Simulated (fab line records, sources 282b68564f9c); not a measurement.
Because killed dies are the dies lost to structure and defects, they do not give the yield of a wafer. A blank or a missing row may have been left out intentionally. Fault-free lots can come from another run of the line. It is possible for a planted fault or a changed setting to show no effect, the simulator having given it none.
What tool caused it? | flow rit-cmos | 13 lots with 39 wafers sampled at 5 steps, on a route of 202 steps

WHAT THE GAUGES SHOWED, per wafer
RIT_FOX2_THK_MEAS_01. Usual: FOX2_OXIDE_THK gives 358 nm (standard deviation 6.8).
lot  | measured    | on            | FOX2_OXIDE_THK (nm) | flag
L600 | day 2 00:11 | film-metro-03 | 356 349 353         |
L601 | day 2 02:02 | film-metro-04 | 353 359 359         |
L602 | day 2 05:14 | film-metro-03 | 359 364 364         |
L603 | day 2 12:37 | film-metro-01 | 349 352 346         |
L604 | day 2 15:52 | film-metro-01 | 349 352 353         |
L605 | day 2 20:08 | film-metro-01 | 354 360 360         |
L606 | day 3 02:41 | film-metro-03 | 350 350 353         |
L610 | day 3 22:55 | film-metro-01 | 359 357 357         |
L611 | day 4 04:06 | film-metro-03 | 345 346 343         |
L618 | day 5 12:29 | film-metro-03 | 367 359 365         |
L619 | day 5 17:58 | film-metro-03 | 363 364 361         |
L621 | day 6 04:12 | film-metro-01 | 364 363 366         |
L622 | day 6 08:43 | film-metro-03 | 359 367 364         |

RIT_CONTACT_THK_MEAS_01. Usual: CONTACT_TEOS_THK gives 397 nm (standard deviation 4.9).
lot  | measured    | on            | CONTACT_TEOS_THK (nm) | flag
L600 | day 3 07:43 | film-metro-03 | 404 398 404           |
L601 | day 3 11:00 | film-metro-04 | 389 399 397           |
L602 | day 3 14:38 | film-metro-02 | 395 403 401           |
L603 | day 3 21:08 | film-metro-02 | 388 394 407           |
L604 | day 3 23:02 | film-metro-03 | 395 400 400           |
L605 | day 4 05:46 | film-metro-03 | 393 396 395           |
L606 | day 4 11:04 | film-metro-02 | 386 385 399           |
L610 | day 5 08:50 | film-metro-02 | 396 391 399           |
L611 | day 5 12:25 | film-metro-03 | 393 530 399           | OFF
L618 | day 6 20:54 | film-metro-03 | 395 402 401           |
L619 | day 7 02:03 | film-metro-04 | 395 404 403           |
L621 | day 7 12:11 | film-metro-02 | 392 391 399           |
L622 | day 7 17:32 | film-metro-04 | 397 395 391           |

TOOL THAT RAN EACH LOT (tool first, then ch and the chambers of the sampled wafers, then the start)
lot  | RIT_PRETRO_STRIP_09                 | RIT_SILICIDE_RTA_04             | RIT_CONTACT_CVD_00
L600 | plasma-asher-02 ch 0,1, day 2 13:13 | rtp-anneal-01 ch 0, day 3 07:29 | pecvd-03 ch 0,1,2, day 3 07:39
L601 | plasma-asher-03 ch 0,1, day 2 14:45 | rtp-anneal-02 ch 0, day 3 10:43 | pecvd-02 ch 0,1,2, day 3 10:56
L602 | plasma-asher-03 ch 0,1, day 2 18:11 | rtp-anneal-01 ch 0, day 3 14:25 | pecvd-04 ch 0,1,2, day 3 14:35
L603 | plasma-asher-03 ch 1, day 3 01:12   | rtp-anneal-02 ch 0, day 3 20:55 | pecvd-03 ch 1,2, day 3 21:05
L604 | plasma-asher-04 ch 0,1, day 3 04:13 | rtp-anneal-01 ch 0, day 3 22:49 | pecvd-02 ch 0,1,2, day 3 22:58
L605 | plasma-asher-02 ch 0,1, day 3 09:02 | rtp-anneal-02 ch 0, day 4 05:33 | pecvd-04 ch 0,1, day 4 05:43
L606 | plasma-asher-02 ch 0,1, day 3 15:10 | rtp-anneal-01 ch 0, day 4 10:50 | pecvd-03 ch 0,1,2, day 4 11:00
L610 | plasma-asher-04 ch 0,1, day 4 12:25 | rtp-anneal-01 ch 0, day 5 08:37 | pecvd-02 ch 0,1,2, day 5 08:47
L611 | plasma-asher-02 ch 0,1, day 4 16:43 | rtp-anneal-02 ch 0, day 5 12:12 | pecvd-04 ch 0,1, day 5 12:22
L618 | plasma-asher-04 ch 0,1, day 6 01:53 | rtp-anneal-01 ch 0, day 6 20:37 | pecvd-03 ch 0,1,2, day 6 20:51
L619 | plasma-asher-04 ch 0,1, day 6 07:06 | rtp-anneal-02 ch 0, day 7 01:44 | pecvd-02 ch 1,2, day 7 01:58
L621 | plasma-asher-04 ch 0,1, day 6 17:20 | rtp-anneal-02 ch 0, day 7 11:58 | pecvd-03 ch 0,1,2, day 7 12:08
L622 | plasma-asher-04 ch 0,1, day 6 22:00 | rtp-anneal-01 ch 0, day 7 17:15 | pecvd-02 ch 0,1, day 7 17:29
- RIT_PRETRO_STRIP_09: strips in O2, time 180 s.
- RIT_SILICIDE_RTA_04: time 10 s, ramp up 5 s, ramp down 5 s.
- RIT_CONTACT_CVD_00: deposits SiO2 from TEOS, target thk 400 nm, time 61 s.

AS READ BY THE TOOLS THEMSELVES (means over the sampled wafers that have a number; for cases with no such wafer, the mark the record gives instead)
RIT_PRETRO_STRIP_09. Usual: drypump-motor-current-A reads 5.7 A (standard deviation 0.31).
lot  | tool            | drypump-motor-current-A (A) | flag
L600 | plasma-asher-02 | 6.0                         |
L601 | plasma-asher-03 | 5.8                         |
L602 | plasma-asher-03 | 5.7                         |
L603 | plasma-asher-03 | 5.7                         |
L604 | plasma-asher-04 | 5.4                         |
L605 | plasma-asher-02 | 6.0                         |
L606 | plasma-asher-02 | 6.0                         |
L610 | plasma-asher-04 | 5.4                         |
L611 | plasma-asher-02 | 5.8                         |
L618 | plasma-asher-04 | 5.4                         |
L619 | plasma-asher-04 | 5.7                         |
L621 | plasma-asher-04 | 5.7                         |
L622 | plasma-asher-04 | 5.7                         |

RIT_SILICIDE_RTA_04. Usual: wafer_temp_C_max reads 654.2 (standard deviation 0.95).
lot  | tool          | wafer_temp_C_max | flag
L600 | rtp-anneal-01 | 653.6            |
L601 | rtp-anneal-02 | 654.8            |
L602 | rtp-anneal-01 | 653.8            |
L603 | rtp-anneal-02 | 654.1            |
L604 | rtp-anneal-01 | 653.3            |
L605 | rtp-anneal-02 | 654.8            |
L606 | rtp-anneal-01 | 653.7            |
L610 | rtp-anneal-01 | 653.2            |
L611 | rtp-anneal-02 | 654.7            |
L618 | rtp-anneal-01 | 654.6            |
L619 | rtp-anneal-02 | 654.7            |
L621 | rtp-anneal-02 | 654.9            |
L622 | rtp-anneal-01 | 653.6            |

RIT_CONTACT_CVD_00. Usual: heater-power-w reads 305 W (standard deviation 62).
lot  | tool     | heater-power-w (W) | flag
L600 | pecvd-03 | 332                |
L601 | pecvd-02 | 334                |
L602 | pecvd-04 | 314                |
L603 | pecvd-03 | 261                |
L604 | pecvd-02 | 328                |
L605 | pecvd-04 | 298                |
L606 | pecvd-03 | 314                |
L610 | pecvd-02 | 333                |
L611 | pecvd-04 | 353                |
L618 | pecvd-03 | 316                |
L619 | pecvd-02 | 279                |
L621 | pecvd-03 | 288                |
L622 | pecvd-02 | 324                |

THE ANSWER, worked out from the rows above alone
Rule: lot off if the mean of its wafers having a number is beyond 3 standard deviations from the usual mean. Also off: a lot with no number at a reading for which 4 or more lots have one. Where the step has rows for the other lots, those lots are counted as sound. First the gauges in route order, then the tools' own readings, where a lot's mean is used as printed above. At the first step where some lot is off, the reading lying furthest off is the one used; lots without a number count as furthest.
Off: L611, at RIT_CONTACT_THK_MEAS_01 (CONTACT_TEOS_THK).
A tool fits if, at a process step before that reading, it ran every lot that is off, and no sound lot after the first of them. Those tools and the gauges at RIT_CONTACT_THK_MEAS_01 are tried in the same way. 2 tools fit, plasma-asher-02 at RIT_PRETRO_STRIP_09 and pecvd-04 at RIT_CONTACT_CVD_00, so this cannot tell which one it is.

WHAT WAS PUT IN BY THE SIMULATOR
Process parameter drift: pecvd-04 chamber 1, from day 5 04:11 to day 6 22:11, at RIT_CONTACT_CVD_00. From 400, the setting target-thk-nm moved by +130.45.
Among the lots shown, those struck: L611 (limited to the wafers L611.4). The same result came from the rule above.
